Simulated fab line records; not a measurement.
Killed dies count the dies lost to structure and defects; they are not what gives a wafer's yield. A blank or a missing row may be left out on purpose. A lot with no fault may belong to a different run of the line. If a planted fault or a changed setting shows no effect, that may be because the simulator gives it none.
fab line records    flow berkeley-cmos170
record: lots: 14  wafers: 42  last-day: 11
route steps=331 shown PSD@179 CONTACT@222
lots that met no fault: from a run of the same line without faults
start-h: hours from the record's opening day to when the first of the lot's shown wafers began    wait-h: hours since the lot's step before    " the same as in the row above    L1.1+2: a row that stands for several wafers    - value missing, or start not given    * or withheld: withheld    < > ~ a bound
route shown NAME@n: NAME is a module with steps in the file, n the number in the route of the first one    usual: mean and standard deviation over wafers with no fault    same: alike in all rows    chamber/n: place in a boat    sites: the reading at each site    _std_site: standard deviation across them    _edge_site: the outer-site mean with the inner-site mean subtracted    radius-mm: for every site, how far away it sits from the centre of the wafer    mask NAME#n: copy n    behind: tool/chamber where the wafer was last shaped    hold: why the lot was held/for how many hours/how that ended    device: transistor that didn't switch, given as n, p or np    end of line: tests run on the same wafers once the route is complete    a step given without rows: its recipe and nothing more    killed: at the first sort, the dies lost to defects and structure; wafer yield is something else    map: dies across one wafer; x = killed, . = not, _ = none there
set.NAME: the setting the step ran with; set.NAME@STEP: the setting that earlier step ran with    model.NAME: the simulator's own value behind a step, which no gauge read
a sample of lots followed through the steps of the route, with each step as a table and each wafer as a row
services: the hour from which a tool's chamber was out of use, counted from the record's first day as start-h (under 0 if before that day), plus the number of hours and why
== steps ==
step: UCB170_PSD_PEB_04
recipe: peb-temp-c: 130  peb-time-s: withheld  resist: KrF
usual: chill-plate-temp-C: 23.00/0.1  exhaust-pa: 44.7/1.1  plate-temp-C: 129.96/0.12
lot.wafer  tool            chamber  start-h  wait-h  chill-plate-temp-C  exhaust-pa  plate-temp-C
L873.2     litho-track-01  0        127.77   0.1     22.98               43.9        130.02
L873.3     "               0        "        "       22.80               45.0        130.08
L873.6     "               0        "        "       22.92               43.8        129.75
L874.1     litho-track-01  0        141.92   0.3     23.10               46.3        129.97
L874.2     "               0        "        "       23.03               46.1        130.09
L874.3     "               0        "        "       23.00               45.6        130.05
L876.3     litho-track-01  0        149.99   0.2     22.61               43.7        129.88
L876.5     "               0        "        "       22.73               43.0        129.95
L876.6     "               0        "        "       22.82               43.5        129.94
L877.1     litho-track-04  0        150.09   0.1     23.10               45.5        130.18
L877.4     "               0        "        "       22.90               44.0        130.10
L877.5     "               0        "        "       23.10               43.7        130.16
L879.1     litho-track-04  0        163.94   0.2     23.04               46.3        130.12
L879.3     "               0        "        "       23.06               46.2        130.04
L879.4     "               0        "        "       22.93               46.0        130.04
L880.3     litho-track-02  0        164.10   0.1     23.05               44.1        129.93
L880.4     "               0        "        "       23.04               45.0        129.97
L880.5     "               0        "        "       23.09               45.9        129.84
L882.4     litho-track-01  -        169.73   0.1     -                   -           -
L882.5     "               -        "        "       -                   -           -
L882.6     "               -        "        "       -                   -           -
L884.1     litho-track-04  -        187.48   0.1     -                   -           -
L884.4     "               -        "        "       -                   -           -
L884.5     "               -        "        "       -                   -           -
L892.1     litho-track-02  0        221.63   0.4     23.06               45.4        130.09
L892.4     "               0        "        "       22.79               44.0        129.97
L892.6     "               0        "        "       22.98               46.0        129.85
L891.3     litho-track-01  0        221.86   0.3     23.30               42.9        129.91
L891.4     "               0        "        "       23.08               43.1        130.07
L891.6     "               0        "        "       23.11               43.8        129.96
L894.1     litho-track-02  0        231.54   0.8     22.90               44.1        129.89
L894.5     "               0        "        "       22.89               43.3        129.97
L894.6     "               0        "        "       23.04               42.8        129.95
L893.1     litho-track-01  0        231.62   0.7     22.99               44.6        130.09
L893.2     "               0        "        "       22.93               44.9        130.03
L893.3     "               0        "        "       23.06               44.3        130.02
L895.2     litho-track-02  0        231.84   0.8     23.27               45.0        129.95
L895.5     "               0        "        "       23.13               44.5        130.08
L895.6     "               0        "        "       23.00               45.0        129.94
L896.1     litho-track-01  0        232.17   0.8     22.99               46.3        129.87
L896.3     "               0        "        "       23.10               45.5        130.06
L896.4     "               0        "        "       23.03               45.9        129.96
step: UCB170_PSD_CD_MEAS_06
recipe: target-cd-nm: 1200
usual: cd-nm: 1200.0/1.3
lot.wafer  tool       chamber  start-h  wait-h  cd-nm
L873.2     cd-sem-01  -        128.04   -       1198.1
L873.3     "          -        "        "       1200.3
L873.6     "          -        "        "       1199.9
L874.1     cd-sem-01  -        142.20   -       1198.5
L874.2     "          -        "        "       1198.3
L874.3     "          -        "        "       1199.2
L876.3     cd-sem-01  -        150.25   -       1199.9
L876.5     "          -        "        "       1199.1
L876.6     "          -        "        "       1199.8
L877.1     cd-sem-01  -        150.36   -       1200.6
L877.4     "          -        "        "       1199.9
L877.5     "          -        "        "       1200.4
L879.1     cd-sem-01  -        164.21   -       1200.9
L879.3     "          -        "        "       1201.1
L879.4     "          -        "        "       1201.7
L880.3     cd-sem-02  -        164.36   -       1199.7
L880.4     "          -        "        "       1198.7
L880.5     "          -        "        "       1200.0
L882.4     cd-sem-02  -        169.99   -       -
L882.5     "          -        "        "       -
L882.6     "          -        "        "       -
L884.1     cd-sem-01  -        187.75   -       -
L884.4     "          -        "        "       -
L884.5     "          -        "        "       -
L892.1     cd-sem-02  -        221.93   -       1199.1
L892.4     "          -        "        "       1201.2
L892.6     "          -        "        "       1198.6
L891.3     cd-sem-01  -        222.13   -       1201.2
L891.4     "          -        "        "       1200.6
L891.6     "          -        "        "       1200.6
L894.1     cd-sem-02  -        231.82   -       1201.4
L894.5     "          -        "        "       1199.8
L894.6     "          -        "        "       1202.2
L893.1     cd-sem-01  -        231.89   -       1203.1
L893.2     "          -        "        "       1201.1
L893.3     "          -        "        "       1200.7
L895.2     cd-sem-02  -        232.11   -       1198.2
L895.5     "          -        "        "       1197.5
L895.6     "          -        "        "       1197.0
L896.1     cd-sem-02  -        232.44   -       1200.2
L896.3     "          -        "        "       1200.7
L896.4     "          -        "        "       1201.2
step: UCB170_PSD_OVL_MEAS_07
usual: PSD_OVL: 5/5.4
lot.wafer  tool        chamber  start-h  wait-h  PSD_OVL[nm]
L873.2     overlay-02  -        128.15   0.1     -2
L873.3     "           -        "        "       0
L873.6     "           -        "        "       -1
L874.1     overlay-02  -        142.32   0.1     -3
L874.2     "           -        "        "       6
L874.3     "           -        "        "       -3
L876.3     overlay-01  -        150.34   0.1     6
L876.5     "           -        "        "       3
L876.6     "           -        "        "       5
L877.1     overlay-02  -        150.48   0.1     8
L877.4     "           -        "        "       4
L877.5     "           -        "        "       6
L879.1     overlay-02  -        164.33   0.1     0
L879.3     "           -        "        "       3
L879.4     "           -        "        "       4
L880.3     overlay-01  -        164.45   0.1     10
L880.4     "           -        "        "       5
L880.5     "           -        "        "       9
L882.4     overlay-01  -        170.07   0.1     -
L882.5     "           -        "        "       -
L882.6     "           -        "        "       -
L884.1     overlay-01  -        187.87   0.1     -
L884.4     "           -        "        "       -
L884.5     "           -        "        "       -
L892.1     overlay-02  -        222.05   0.1     3
L892.4     "           -        "        "       5
L892.6     "           -        "        "       0
L891.3     overlay-01  -        222.22   0.1     11
L891.4     "           -        "        "       12
L891.6     "           -        "        "       9
L894.1     overlay-01  -        231.94   0.1     -1
L894.5     "           -        "        "       2
L894.6     "           -        "        "       -9
L893.1     overlay-02  -        232.01   0.1     2
L893.2     "           -        "        "       1
L893.3     "           -        "        "       -1
L895.2     overlay-01  -        232.22   0.1     -1
L895.5     "           -        "        "       9
L895.6     "           -        "        "       1
L896.1     overlay-01  -        232.56   0.1     14
L896.3     "           -        "        "       13
L896.4     "           -        "        "       9
step: UCB170_CONTACT_STRIP_06
recipe: chemistry: O2  power-w: 400  pressure-mtorr: 3500  platen-temp-c: withheld  o2-flow-sccm: 400  overash-fraction: 0.5
usual: drypump-motor-current-A: 5.8/0.49  oes-product-au: 0.734/0.0046  strip-time-to-endpoint-s: 21.99/0.084
lot.wafer  tool             chamber  start-h  wait-h  drypump-motor-current-A  oes-product-au  rf-hours-counter-h  strip-time-to-endpoint-s
L873.2     plasma-asher-03  0        135.66   0.1     6.3                      0.728           37                  22.05
L873.3     "                0        "        "       6.3                      0.730           -                   22.08
L873.6     "                1        "        "       5.0                      0.738           -                   21.99
L874.1     plasma-asher-04  0        149.08   0.1     5.8                      0.737           45                  21.98
L874.2     "                1        "        "       6.1                      0.736           45                  21.96
L874.3     "                0        "        "       5.8                      0.734           -                   21.94
L877.1     plasma-asher-04  1        159.32   0.1     6.1                      0.740           46                  21.92
L877.4     "                1        "        "       6.1                      0.738           -                   21.95
L877.5     "                0        "        "       5.7                      0.735           -                   21.93
L876.3     plasma-asher-03  0        159.51   0.1     6.3                      0.729           -                   22.04
L876.5     "                1        "        "       5.0                      0.733           -                   22.07
L876.6     "                0        "        "       6.3                      0.735           -                   22.06
L879.1     plasma-asher-03  1        172.24   0.1     5.1                      0.738           41                  21.96
L879.3     "                0        "        "       6.3                      0.732           -                   21.89
L879.4     "                1        "        "       5.1                      0.737           -                   21.98
L880.3     plasma-asher-04  0        172.27   0.1     5.8                      0.738           -                   21.98
L880.4     "                1        "        "       6.1                      0.739           -                   21.99
L880.5     "                0        "        "       5.8                      0.738           -                   21.89
L882.4     plasma-asher-03  1        178.64   0.1     5.1                      0.739           -                   22.08
L882.5     "                0        "        "       6.3                      0.738           -                   22.01
L882.6     "                1        "        "       5.1                      0.731           -                   21.98
L884.1     plasma-asher-02  0        194.66   0.1     5.7                      0.727           50                  22.14
L884.4     "                1        "        "       5.4                      0.733           -                   22.16
L884.5     "                0        "        "       5.7                      0.728           -                   22.10
L892.1     plasma-asher-04  1        231.55   0.1     6.1                      0.734           55                  21.89
L892.4     "                0        "        "       5.8                      0.731           -                   21.81
L892.6     "                0        "        "       5.8                      0.732           -                   21.84
L891.3     plasma-asher-03  1        231.58   0.1     5.1                      0.734           -                   21.96
L891.4     "                0        "        "       6.3                      0.739           -                   22.00
L891.6     "                1        "        "       5.0                      0.734           -                   21.90
L894.1     plasma-asher-03  1        239.27   0.1     5.1                      0.736           49                  21.98
L894.5     "                0        "        "       6.3                      0.738           -                   22.03
L894.6     "                1        "        "       5.1                      0.730           -                   22.08
L893.1     plasma-asher-02  0        241.47   0.1     5.7                      0.733           55                  21.88
L893.2     "                1        "        "       5.4                      0.727           55                  21.88
L893.3     "                1        "        "       5.4                      0.741           -                   21.92
L896.1     plasma-asher-04  1        241.55   0.1     6.1                      0.737           56                  21.94
L896.3     "                1        "        "       6.1                      0.737           -                   21.91
L896.4     "                0        "        "       5.8                      0.738           -                   21.83
L895.2     plasma-asher-03  1        241.66   0.1     5.1                      0.730           49                  22.02
L895.5     "                0        "        "       6.3                      0.732           -                   22.05
L895.6     "                1        "        "       5.1                      0.735           -                   22.07
== services ==
tool             chamber  start-h  hours  kind
plasma-asher-04  -        124.88   0.6    repair
== key ==
first-sign: step: UCB170_PSD_PEB_04  reading: tool-record  direction: missing
effect none on later readings
met-at UCB170_PSD_PEB_04
struck-lots L882,L884
sort-left-out L882.4,L882.5,L882.6,L884.1,L884.4,L884.5
tester-left-out L882,L884
not-acting-at UCB170_PSD_CD_MEAS_06,UCB170_PSD_OVL_MEAS_07,UCB170_CONTACT_STRIP_06
onset-between 163.94 169.73
fault: kind: skipped-step-whole  tool: litho-track-01,litho-track-04  chamber: -  onset-h: 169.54  steps: UCB170_PSD_PEB_04  scope: struck-lots-only
tester-left-out: of these lots the tester's yield and bins aren't shown, on N5 and GAA mostly nor the transistor test; their killed dies are dies lost to structure and defects alone, not to doping, threshold or leakage, so they don't give the yield
sort-left-out: the simulated sort isn't trusted on such a fault, so these wafers' sort isn't shown, and their yield isn't known
